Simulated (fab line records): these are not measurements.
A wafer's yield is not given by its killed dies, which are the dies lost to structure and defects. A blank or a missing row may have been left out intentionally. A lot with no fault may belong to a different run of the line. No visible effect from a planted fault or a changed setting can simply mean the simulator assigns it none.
fab line records	flow ritCmos
record: lots: 5	wafers: 15	lastDay: 6
route steps=202 shown M1@188
lots with no fault: from the same line, run without faults
startH: start of the lot's first displayed wafer, in hours after the record's first day	waitH: hours elapsed since this lot's preceding step	" repeats the value in the row above	L1.1+2: a single row standing in for several wafers	- no value present, or no start provided	* or withheld: withheld	< > ~ a bound
route shown NAME@n: names a module that has steps shown in the file, with the first one's number in the route	usual: the fault-free wafers' mean and standard deviation	same: alike in all rows	chamber/n: place in a boat	sites: the reading at each site	_std_site: the values' standard deviation	_edge_site: the outer-site mean with the inner-site mean subtracted	radiusMm: how far each site lies from the wafer's centre	mask NAME#n: copy n	behind: the tool/chamber that last shaped the wafer	hold: what put the lot on hold/how long, in hours/how the hold closed	device: the n, p or np transistor that did not switch	end of line: tests run on the same wafers once the route is complete	a step with no rows: only its recipe	killed: count of dies lost to structure and defects at first sort (not the wafer's yield)	map: a wafer's dies, x killed, . not, _ none there
set.NAME: the setting the step ran with; set.NAME@STEP: the setting that earlier step ran with	model.NAME: the simulator's own value behind a step, which no gauge read
certain route steps with their lots: each step a table, each wafer a row
services: when a tool's chamber went out of use (startH, in hours from the record's first day, below 0 if earlier), for how many hours, and the reason
== steps ==
step: RIT_M1_COAT_04
recipe: resist: NOVOLAK	spinRpm: 2000	resistThkNm: 1300
lot.wafer	tool	chamber	startH	waitH
L074.1+2+3	lithoTrack-03	0	59.13	0.1
L075.2+4+5	lithoTrack-03	0	64.90	0.1
L086.3+4+5	lithoTrack-03	0	117.95	0.1
L091.2+5+6	lithoTrack-02	0	142.56	0.1
L093.3+5+6	lithoTrack-01	0	151.98	0.1
step: RIT_M1_SOFTBAKE_05
recipe: resist: NOVOLAK	tempC: 90	timeS: 60
lot.wafer	tool	chamber	startH	waitH
L074.1+2+3	lithoTrack-03	0	59.28	0.1
L075.2+4+5	lithoTrack-03	0	65.05	0.1
L086.3+4+5	lithoTrack-03	0	118.10	0.1
L091.2+5+6	lithoTrack-02	0	142.71	0.1
L093.3+5+6	lithoTrack-01	0	152.13	0.1
step: RIT_M1_EXPOSE_06
recipe: maskId: M12	na: 0.6	sourceShape: conventional	sigmaOuter: 0.5	targetCdNm: 2600	doseMj: 250
usual: focusOffsetNm: 0.0/0.59
lot.wafer	tool	chamber	startH	waitH	mask	focusOffsetNm
L074.1	ilineStepper-01	0	59.55	0.2	M12#0	-0.6
L074.2	"	0	"	"	M12#0	-0.5
L074.3	"	0	"	"	M12#0	-0.9
L075.2	ilineStepper-02	0	65.32	0.2	M12#0	0.2
L075.4	"	0	"	"	M12#0	-0.1
L075.5	"	0	"	"	M12#0	0.1
L086.3	ilineStepper-01	0	118.24	0.1	M12#0	0.2
L086.4	"	0	"	"	M12#0	-0.1
L086.5	"	0	"	"	M12#0	-0.5
L091.2	ilineStepper-01	0	142.86	0.1	M12#0	1.0
L091.5	"	0	"	"	M12#0	0.8
L091.6	"	0	"	"	M12#0	0.3
L093.3	ilineStepper-02	0	152.26	0.1	M12#0	-1.1
L093.5	"	0	"	"	M12#0	-0.1
L093.6	"	0	"	"	M12#0	-0.4
step: RIT_M1_PEB_07
recipe: resist: NOVOLAK	tempC: withheld	timeS: withheld
lot.wafer	tool	chamber	startH	waitH
L074.1+2+3	lithoTrack-02	0	59.76	0.2
L075.2+4+5	lithoTrack-03	0	65.44	0.1
L086.3+4+5	lithoTrack-02	0	118.36	0.1
L091.2+5+6	lithoTrack-01	0	142.99	0.1
L093.3+5+6	lithoTrack-01	0	152.39	0.1
step: RIT_M1_DEVELOP_08
recipe: resist: NOVOLAK	developTimeS: 68	devTempC: 23
lot.wafer	tool	chamber	startH	waitH
L074.1+2+3	lithoTrack-02	0	-	-
L075.2+4+5	lithoTrack-03	0	-	-
L086.3+4+5	lithoTrack-02	0	-	-
L091.2+5+6	lithoTrack-01	0	-	-
L093.3+5+6	lithoTrack-01	0	-	-
step: RIT_M1_CD_MEAS_09
recipe: targetCdNm: 2600
usual: cdNm: 2600.8/2
lot.wafer	tool	chamber	startH	waitH	cdNm
L074.1	cdSem-02	-	60.07	-	2598.8
L074.2	"	-	"	"	2598.4
L074.3	"	-	"	"	2602.1
L075.2	cdSem-02	-	65.75	-	2601.5
L075.4	"	-	"	"	2601.0
L075.5	"	-	"	"	2599.8
L086.3	cdSem-01	-	118.67	-	2600.3
L086.4	"	-	"	"	2600.1
L086.5	"	-	"	"	2601.6
L091.2	cdSem-02	-	143.30	-	2597.2
L091.5	"	-	"	"	2601.1
L091.6	"	-	"	"	2598.2
L093.3	cdSem-01	-	152.70	-	2599.4
L093.5	"	-	"	"	2597.7
L093.6	"	-	"	"	2596.4
step: RIT_M1_OVL_MEAS_10
usual: M1_OVL: -0.2/1.1
lot.wafer	tool	chamber	startH	waitH	M1_OVL[nm]
L074.1	overlay-02	-	60.19	0.1	0.1
L074.2	"	-	"	"	0.5
L074.3	"	-	"	"	0.6
L075.2	overlay-02	-	65.85	0.1	2.2
L075.4	"	-	"	"	-2.2
L075.5	"	-	"	"	-1.2
L086.3	overlay-02	-	118.76	0.1	-2.6
L086.4	"	-	"	"	0.4
L086.5	"	-	"	"	0.2
L091.2	overlay-01	-	143.41	0.1	-1.9
L091.5	"	-	"	"	0.1
L091.6	"	-	"	"	0.5
L093.3	overlay-01	-	152.79	0.1	1.6
L093.5	"	-	"	"	1.0
L093.6	"	-	"	"	3.1
step: RIT_M1_HARDBAKE_11
recipe: resist: NOVOLAK	tempC: 140	timeS: 120
lot.wafer	tool	chamber	startH	waitH
L074.1+2+3	lithoTrack-02	0	60.23	0.0
L075.2+4+5	lithoTrack-01	0	65.92	0.1
L086.3+4+5	lithoTrack-03	0	118.87	0.1
L091.2+5+6	lithoTrack-01	0	143.48	0.1
L093.3+5+6	lithoTrack-03	0	152.89	0.1
step: RIT_M1_METAL_ETCH_12
recipe: stopOn: SiO2	chemistry: Cl2/BCl3	target: Al	timeS: 165	overEtchFrac: 0.5	pressureMtorr: 100	targetDepthA: 6000	rfW: 250	Cl2_flow_sccm: 60	bcl3FlowSccm: 50
usual: drypumpMotorCurrentA: 5.83/0.28	oesProductAu: 0.782/0.01	throttleValvePct: 8.14/0.13
lot.wafer	tool	chamber	startH	waitH	drypumpMotorCurrentA	oesProductAu	rfHoursCounterH	throttleValvePct
L074.1	rieMetal-04	1	60.48	0.2	5.94	0.793	1	8.33
L074.2	"	0	"	"	5.80	0.771	1	7.94
L074.3	"	0	"	"	5.78	0.765	-	7.94
L075.2	rieMetal-02	0	66.13	0.2	6.36	0.783	2	8.18
L075.4	"	1	"	"	5.52	0.775	-	8.11
L075.5	"	1	"	"	5.53	0.775	-	8.14
L086.3	rieMetal-04	0	119.09	0.2	5.78	0.760	-	7.94
L086.4	"	1	"	"	5.95	0.777	-	8.33
L086.5	"	0	"	"	5.78	0.776	-	7.93
L091.2	rieMetal-04	1	143.69	0.2	5.95	0.790	2	8.33
L091.5	"	1	"	"	5.94	0.798	-	8.32
L091.6	"	0	"	"	5.76	0.762	-	7.94
L093.3	rieMetal-04	1	153.12	0.2	5.96	0.792	-	8.33
L093.5	"	1	"	"	5.95	0.788	-	8.33
L093.6	"	0	"	"	5.81	0.773	-	7.94
step: RIT_M1_STRIP_13
recipe: chemistry: nmp	resist: NOVOLAK	tempC: 80	timeS: 600	dry: n2Spin
usual: bathHeatDutyPct: 17.0/2.1
lot.wafer	tool	chamber	startH	waitH	bathHeatDutyPct
L074.1	wetBench-02	1	60.64	0.1	19.1
L074.2	"	1	"	"	21.3
L074.3	"	1	"	"	19.6
L075.2	wetBench-03	0	66.30	0.1	16.2
L075.4	"	0	"	"	15.6
L075.5	"	0	"	"	15.9
L086.3	wetBench-02	1	119.19	0.1	18.1
L086.4	"	1	"	"	19.6
L086.5	"	1	"	"	20.4
L091.2	wetBench-03	0	143.85	0.1	14.6
L091.5	"	0	"	"	16.0
L091.6	"	0	"	"	15.5
L093.3	wetBench-03	0	153.22	0.1	14.3
L093.5	"	0	"	"	15.0
L093.6	"	0	"	"	16.0
step: RIT_M1_STRIP_14
recipe: chemistry: O2	timeS: 180	platenTempC: withheld	powerW: 500	pressureMtorr: 4000	o2FlowSccm: 4000
usual: drypumpMotorCurrentA: 5.9/0.55
lot.wafer	tool	chamber	startH	waitH	drypumpMotorCurrentA	rfHoursCounterH
L074.1	plasmaAsher-01	0	60.82	0.0	6.6	43
L074.2	"	1	"	"	5.1	43
L074.3	"	1	"	"	5.1	-
L075.2	plasmaAsher-03	1	66.47	0.0	5.6	40
L075.4	"	0	"	"	6.4	-
L075.5	"	1	"	"	5.6	-
L086.3	plasmaAsher-04	1	119.43	0.1	5.4	-
L086.4	"	0	"	"	6.0	-
L086.5	"	0	"	"	6.0	-
L091.2	plasmaAsher-04	1	144.04	0.0	5.4	3
L091.5	"	1	"	"	5.4	-
L091.6	"	0	"	"	6.0	-
L093.3	plasmaAsher-04	0	153.46	0.1	6.0	-
L093.5	"	0	"	"	6.0	-
L093.6	"	1	"	"	5.4	-
step: RIT_M1_CD_MEAS_90
recipe: targetCdNm: 2600
usual: cdNm: 2601/3.1
lot.wafer	tool	chamber	startH	waitH	cdNm
L074.1	cdSem-01	-	60.99	0.1	2597
L074.2	"	-	"	"	2598
L074.3	"	-	"	"	2603
L075.2	cdSem-01	-	66.67	0.1	2604
L075.4	"	-	"	"	2605
L075.5	"	-	"	"	2603
L086.3	cdSem-02	-	119.58	0.1	2602
L086.4	"	-	"	"	2599
L086.5	"	-	"	"	2603
L091.2	cdSem-01	-	144.24	0.1	2597
L091.5	"	-	"	"	2601
L091.6	"	-	"	"	2598
L093.3	cdSem-01	-	153.61	0.1	2598
L093.5	"	-	"	"	2597
L093.6	"	-	"	"	2594
step: RIT_M1_ANNEAL_15
recipe: tempC: 450	timeS: 1800	ambient: forming_gas_H2N2
usual: tube_center_temp_C_max: 451.17/0.2
lot.wafer	tool	chamber	startH	waitH	tube_center_temp_C_max
L074.1	-	-	61.90	0.9	452.07
L074.2	"	-	"	"	451.23
L074.3	"	-	"	"	451.10
L075.2	-	-	66.77	0.1	451.21
L075.4	"	-	"	"	451.17
L075.5	"	-	"	"	451.35
L086.3	-	-	119.87	0.3	450.91
L086.4	"	-	"	"	451.11
L086.5	"	-	"	"	451.04
L091.2	-	-	144.34	0.1	451.06
L091.5	"	-	"	"	450.93
L091.6	"	-	"	"	451.13
L093.3	-	-	153.75	0.1	451.11
L093.5	"	-	"	"	451.32
L093.6	"	-	"	"	450.72
step: RIT_M1_BOW_MEAS_16
recipe: mode: bow
usual: M1_BOW: 17/7.1
lot.wafer	tool	chamber	startH	waitH	M1_BOW[um]
L074.1	filmMetro-04	-	63.40	0.0	12
L074.2	"	-	"	"	19
L074.3	"	-	"	"	20
L075.2	filmMetro-01	-	68.29	0.0	27
L075.4	"	-	"	"	12
L075.5	"	-	"	"	7
L086.3	filmMetro-04	-	121.41	0.0	15
L086.4	"	-	"	"	10
L086.5	"	-	"	"	17
L091.2	filmMetro-04	-	145.86	0.0	32
L091.5	"	-	"	"	20
L091.6	"	-	"	"	8
L093.3	filmMetro-04	-	155.29	0.0	15
L093.5	"	-	"	"	18
L093.6	"	-	"	"	15
step: RIT_M1_PROBE_99
usual: defectLimitedYield: 97.1/1.3	killed_at_M0_to_M3: 0.0/0.12	killedAtContacts: 0.1/0.25	killedAtFrontEnd: 8/3.3	killedDies: 8/3.3	killedOpen: 3.9/2.1	killedShort: 3.8/2.2	sort_bin_3_pad_short: 0.1/0.23	sort_bin_5_function: 1.7/0.93	sort_bin_6_memory: 1.0/0.68	sortNPass: 256/3.3	sortYieldPct: 97.1/1.3
same: grossDies: 264	killed_at_M4_up: 0	killedAtBackSide: 0	killedAtOther: 0
lot.wafer	tool	chamber	startH	waitH	defectLimitedYield[%]	killed_at_M0_to_M3	killedAtContacts	killedAtFrontEnd	killedDies	killedOpen	killedShort	sort_bin_3_pad_short[%]	sort_bin_5_function[%]	sort_bin_6_memory[%]	sortNPass	sortYieldPct[%]
L074.1	prober-01	-	63.52	0.1	95.5	0	0	12	12	4	8	0.4	3.0	1.1	252	95.5
L074.2	prober-01	-	63.57	0.1	97.3	0	0	7	7	3	4	0	0.4	2.3	257	97.3
L074.3	prober-01	-	63.62	0.2	97.3	0	0	7	7	5	2	0	1.1	1.5	257	97.3
L075.2	prober-02	-	68.44	0.1	96.6	0	1	8	9	6	3	0	1.9	1.5	255	96.6
L075.4	prober-02	-	68.54	0.2	96.6	0	0	9	9	5	4	0.4	1.5	1.5	255	96.6
L075.5	prober-02	-	68.59	0.2	97.0	0	0	8	8	4	4	0	1.9	1.1	256	97.0
L086.3	prober-02	-	121.59	0.2	96.6	0	0	9	9	5	4	0	2.7	0.8	255	96.6
L086.4	prober-02	-	121.64	0.2	94.3	0	1	14	15	9	6	0	3.0	2.7	249	94.3
L086.5	prober-02	-	121.69	0.2	95.5	0	0	12	12	7	5	0	1.9	2.7	252	95.5
L091.2	prober-01	-	146.01	0.1	96.6	0	0	9	9	3	6	0	2.3	1.1	255	96.6
L091.5	prober-01	-	146.16	0.2	97.7	0	0	6	6	4	2	0.4	1.1	0.8	258	97.7
L091.6	prober-01	-	146.21	0.2	97.0	0	0	8	8	2	6	0.4	1.5	1.1	256	97.0
L093.3	prober-01	-	155.47	0.2	98.5	0	0	4	4	4	0	0	1.1	0.4	260	98.5
L093.5	prober-01	-	155.57	0.2	97.7	0	0	6	6	4	2	0	2.3	0	258	97.7
L093.6	prober-01	-	155.62	0.2	98.9	1	0	2	3	1	2	0	0.4	0.8	261	98.9
killed by level:class
L074.1 GATE:geometricParticle:short=5 FOX1:geometricParticle:open=2 SPACER:geometricParticle:short=2 FOX2:geometricParticle:open=1 GATE:geometricParticle:open=1 REOX:geometricParticle:short=1
L074.2 SPACER:geometricParticle:open=2 FOX2:geometricParticle:short=1 GATE:geometricParticle:short=1 GATE:geometricParticle:open=1 SPACER:geometricParticle:short=1 SILICIDE:geometricParticle:short=1
L074.3 FOX1:geometricParticle:open=2 FOX2:geometricParticle:open=2 GATE:geometricParticle:short=1 REOX:geometricParticle:short=1 REOX:geometricParticle:open=1
L075.2 SILICIDE:geometricParticle:open=2 FOX1:geometricParticle:open=1 GATE:geometricParticle:open=1 GATE:geometricParticle:short=1 REOX:geometricParticle:open=1 SPACER:geometricParticle:open=1 SILICIDE:geometricParticle:short=1 CONTACT:geometricParticle:short=1
L075.4 GATE:geometricParticle:open=2 SPACER:geometricParticle:short=2 FOX1:geometricParticle:open=1 GATE:geometricParticle:short=1 SPACER:geometricParticle:open=1 SILICIDE:geometricParticle:open=1 SILICIDE:geometricParticle:short=1
L075.5 GATE:geometricParticle:open=3 SILICIDE:geometricParticle:short=2 FOX1:geometricParticle:short=1 FOX2:geometricParticle:open=1 GATE:geometricParticle:short=1
L086.3 GATE:geometricParticle:short=3 GATE:geometricParticle:open=2 SILICIDE:geometricParticle:open=2 FOX1:geometricParticle:open=1 SILICIDE:geometricParticle:short=1
L086.4 GATE:geometricParticle:short=4 FOX2:geometricParticle:open=2 GATE:geometricParticle:open=2 FOX1:geometricParticle:open=1 FOX2:geometricParticle:short=1 REOX:geometricParticle:open=1 SPACER:geometricParticle:open=1 SPACER:geometricParticle:short=1
L086.5 GATE:geometricParticle:open=5 FOX1:geometricParticle:short=2 GATE:geometricParticle:short=2 FOX2:geometricParticle:open=1 REOX:geometricParticle:short=1 REOX:geometricParticle:open=1
L091.2 FOX1:geometricParticle:short=2 GATE:geometricParticle:open=2 GATE:geometricParticle:short=2 SILICIDE:geometricParticle:short=2 SILICIDE:geometricParticle:open=1
L091.5 GATE:geometricParticle:open=2 GATE:geometricParticle:short=2 FOX2:geometricParticle:open=1 SPACER:geometricParticle:open=1
L091.6 GATE:geometricParticle:short=2 REOX:geometricParticle:short=2 SPACER:geometricParticle:short=2 GATE:geometricParticle:open=1 SPACER:geometricParticle:open=1
L093.3 GATE:geometricParticle:open=2 FOX2:geometricParticle:open=1 REOX:geometricParticle:open=1
L093.5 GATE:geometricParticle:open=2 FOX1:geometricParticle:open=1 GATE:geometricParticle:short=1 SILICIDE:geometricParticle:short=1 SILICIDE:geometricParticle:open=1
L093.6 GATE:geometricParticle:short=1 SPACER:geometricParticle:open=1 M1:geometricParticle:short=1
== services ==
tool	chamber	startH	hours	kind
furnace-04	-	58.82	3.7	pm
ilineStepper-01	0	82.56	-	calibration
rieMetal-02	0	91.56	1.2	repair
plasmaAsher-03	-	99.70	4.1	repair
plasmaAsher-04	-	108.75	9.0	pm
plasmaAsher-04	0	108.75	9.0	ventCycle
plasmaAsher-04	1	108.75	9.0	ventCycle
plasmaAsher-01	-	112.34	9.9	pm
plasmaAsher-04	0	117.75	-	clean
plasmaAsher-04	1	117.75	-	clean
ilineStepper-02	-	124.47	1.7	pm
ilineStepper-01	-	145.82	2.1	pm
ilineStepper-01	-	147.90	-	consumableReplace:lamp
furnace-03	-	150.20	3.4	pm
== key ==
fault none
